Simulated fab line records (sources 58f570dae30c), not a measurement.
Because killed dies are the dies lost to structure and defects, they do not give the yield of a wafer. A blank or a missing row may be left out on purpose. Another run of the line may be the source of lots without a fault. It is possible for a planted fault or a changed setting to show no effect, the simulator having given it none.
Lot-split experiment + flow berkeley cmos170 + 23 wafers read from 5 lots, route of 331 steps

## ON THE SPLIT
At UCB170_ACTIVE_CVD_05 (deposits Si3N4 from SiH2Cl2/NH3, target thk 220 nm, time 3300 s), the setting temp c was moved away from the recipe's 800 C on 10 of the 23 wafers read, by -2.4% to +2.3%. This setting was run at the recipe's value on the other wafers.

There is no step in the file separating the split from the reading.

## THE READING
ACTIVE_NITRIDE_THK (nm), taken at UCB170_ACTIVE_THK_MEAS_06. Fault-free wafers of this fab line usually give 218.6 nm, standard deviation 2.1 nm.

| wafer  | tool, chamber at the split | temp c as run, C | against the recipe | ACTIVE_NITRIDE_THK, nm | against lot-mates on the recipe |
|--------|----------------------------|------------------|--------------------|------------------------|---------------------------------|
| L074.1 | -, -                       | 800              | recipe             | 218.4                  | -                               |
| L074.2 | -, -                       | 800              | recipe             | 218.8                  | -                               |
| L074.4 | -, -                       | 800              | recipe             | 217.7                  | -                               |
| L074.5 | -, -                       | 800              | recipe             | 219.1                  | -                               |
| L074.6 | -, -                       | 800              | recipe             | 217.0                  | -                               |
| L076.1 | -, -                       | 818.1            | +2.3%              | 302.8                  | no lot-mate on the recipe       |
| L076.2 | -, -                       | 818.1            | +2.3%              | 302.5                  | no lot-mate on the recipe       |
| L076.3 | -, -                       | 818.1            | +2.3%              | 302.1                  | no lot-mate on the recipe       |
| L076.4 | -, -                       | 818.1            | +2.3%              | 301.4                  | no lot-mate on the recipe       |
| L076.6 | -, -                       | 818.1            | +2.3%              | 303.3                  | no lot-mate on the recipe       |
| L077.1 | -, -                       | 780.6            | -2.4%              | 154.9                  | no lot-mate on the recipe       |
| L077.2 | -, -                       | 780.6            | -2.4%              | 154.1                  | no lot-mate on the recipe       |
| L077.3 | -, -                       | 780.6            | -2.4%              | 153.9                  | no lot-mate on the recipe       |
| L077.4 | -, -                       | 780.6            | -2.4%              | 152.6                  | no lot-mate on the recipe       |
| L077.6 | -, -                       | 780.6            | -2.4%              | 153.7                  | no lot-mate on the recipe       |
| L079.2 | -, -                       | 800              | recipe             | 216.8                  | -                               |
| L079.3 | -, -                       | 800              | recipe             | 217.3                  | -                               |
| L079.4 | -, -                       | 800              | recipe             | 217.6                  | -                               |
| L079.5 | -, -                       | 800              | recipe             | 217.7                  | -                               |
| L079.6 | -, -                       | 800              | recipe             | 218.8                  | -                               |
| L081.1 | lpcvd-01, 0                | 800              | recipe             | 216.9                  | -                               |
| L081.2 | lpcvd-01, 0                | 800              | recipe             | 213.3                  | -                               |
| L081.6 | lpcvd-01, 0                | 800              | recipe             | 215.1                  | -                               |

THE FIT
A straight line over all 23 wafers: ACTIVE_NITRIDE_THK changes by +31.6 nm for each +1% of temp c; r = +0.99; the points scatter about the line by 7.1 nm.
Too few moved wafers have a lot-mate on the recipe to fit a line with each lot's own level taken away.

## THE WHOLE CHAIN: every reading that the file lists as answering this split, in the file's order
| step                      | what it does                                                               | reading                                                                        | change (the file's fit)              | r (the file's) |
|---------------------------|----------------------------------------------------------------------------|--------------------------------------------------------------------------------|--------------------------------------|----------------|
| UCB170_ACTIVE_CVD_05      | deposits Si3N4 from SiH2Cl2/NH3, target thk 220 nm, time 3300 s            | Si3N4_of_ACTIVE_CVD_05.thk nm (the simulator's own value, which no gauge read) | +31.6 nm for each +1% of the setting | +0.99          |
| UCB170_ACTIVE_THK_MEAS_06 |                                                                            | ACTIVE_NITRIDE_THK                                                             | +31.6 for each +1% of the setting    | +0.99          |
| UCB170_ACTIVE_ETCH_15     | etches Si3N4 in CH3F/Ar/O2, stops on SiO2, target depth 242 nm, time 151 s | etch.depth nm (the simulator's own value, which no gauge read)                 | +18.9 nm for each +1% of the setting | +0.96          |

## FILE'S OWN FIT
ACTIVE_NITRIDE_THK changes by +31.6 nm for each +1% of temp c, r = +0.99.
